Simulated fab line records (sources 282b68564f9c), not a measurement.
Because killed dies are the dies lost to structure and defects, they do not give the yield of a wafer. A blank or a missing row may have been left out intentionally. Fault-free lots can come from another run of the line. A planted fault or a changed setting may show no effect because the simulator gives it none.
Struck lot and sound lot, side by side + flow rit cmos + 15 out of 202 route steps
Sound: the wafers L404.2, L404.4, L404.5. Wafers struck: L413.2, L413.5, L413.6. At the end, the cause is stated.
Per side, at each step with rows, come the tool, then ch with its chambers, and then its first start. Under that, the readings that differ: sound wafers + struck wafers + difference of the means + sigmas: that difference in standard deviations of wafers without a fault.
alike: readings whose means differ by less than 2 such deviations, and words and numbers that are the same on both sides. not compared: withheld readings, readings that some wafer has no value for, bounds like >300 that may hide the same value, and numbers for which the record gives no deviation and whose values overlap.
The two part at a step that has a row with sigmas, a row that says differs or no value, or rows on one side only. Non-overlapping numbers with no deviation appear without sigmas and do not part them. A reading missing from all wafers of one side parts the sides only when that side holds two or more wafers.

RIT_FOX2_THK_MEAS_01:
  sound on film metro-03, day 2 06:29; struck on film metro-03, day 4 05:30
  alike: FOX2_OXIDE_THK
then, 2 steps without rows for these wafers: RIT_FOX2_CLEAN_02 (cleans in dHF, time 180 s); RIT_FOX2_WET_ETCH_03 (etches Si3N4 in H3PO4, target depth 195 nm, time 2700 s).
RIT_FOX2_THK_MEAS_90:
  sound on film metro-01, day 2 07:22; struck on film metro-02, day 4 06:23
| reading                     | sound       | struck      | difference | sigmas |
|-----------------------------|-------------|-------------|------------|--------|
| FIELD_OXIDE_LEFT_1_THK (nm) | 326 324 320 | 340 338 339 | +16        | +2     |
then, 6 steps without rows for these wafers: RIT_NWELL_HMDS_00 (prime time 58.79 s); RIT_NWELL_COAT_01 (resist thk 1300 nm); RIT_NWELL_SOFTBAKE_02 (time 60 s); RIT_NWELL_EXPOSE_03 (exposes mask M2, target cd 43900 nm); RIT_NWELL_PEB_04; RIT_NWELL_DEVELOP_05 (develop time 68 s).
RIT_NWELL_OVL_MEAS_06:
  sound on overlay-02, day 2 08:25; struck on overlay-01, day 4 07:26
  alike: NWELL_OVL
then, 1 step without rows for these wafers: RIT_NWELL_HARDBAKE_07 (time 120 s).
RIT_NWELL_IMPLANT_08:
  sound on implanter-02 ch 0, day 2 08:43; struck on implanter-03 ch 0, day 4 07:44
| reading            | sound             | struck            | difference | sigmas |
|--------------------|-------------------|-------------------|------------|--------|
| tilt deg (degrees) | 6.994 7.005 7.026 | 7.799 7.868 7.843 | +0.828     | +44    |
RIT_NWELL_STRIP_09: strips in O2, time 180 s.
  sound on plasma asher-01 ch 1, day 2 08:50; struck on plasma asher-02 ch 0,1, day 4 07:52
  alike: drypump motor current A
  not compared: rf hours counter h
-- the record jumps here: 2 days lie between the struck wafers' starts before and after (it left off in module NWELL and takes up again in module M1, whose first step shown is number 202 of the route) --
RIT_M1_PROBE_99:
  sound on prober-01, day 4 01:50; struck on prober-02, day 6 09:31
  alike: killed at contacts, killed at front end, killed dies, killed on rim, killed open, killed short

WHERE THEY PART
First at RIT_FOX2_THK_MEAS_90; last, within this record, at RIT_NWELL_IMPLANT_08. Later steps at which nothing parts them and some readings are alike: RIT_NWELL_STRIP_09, RIT_M1_PROBE_99.

WHY: whatever the simulator had introduced
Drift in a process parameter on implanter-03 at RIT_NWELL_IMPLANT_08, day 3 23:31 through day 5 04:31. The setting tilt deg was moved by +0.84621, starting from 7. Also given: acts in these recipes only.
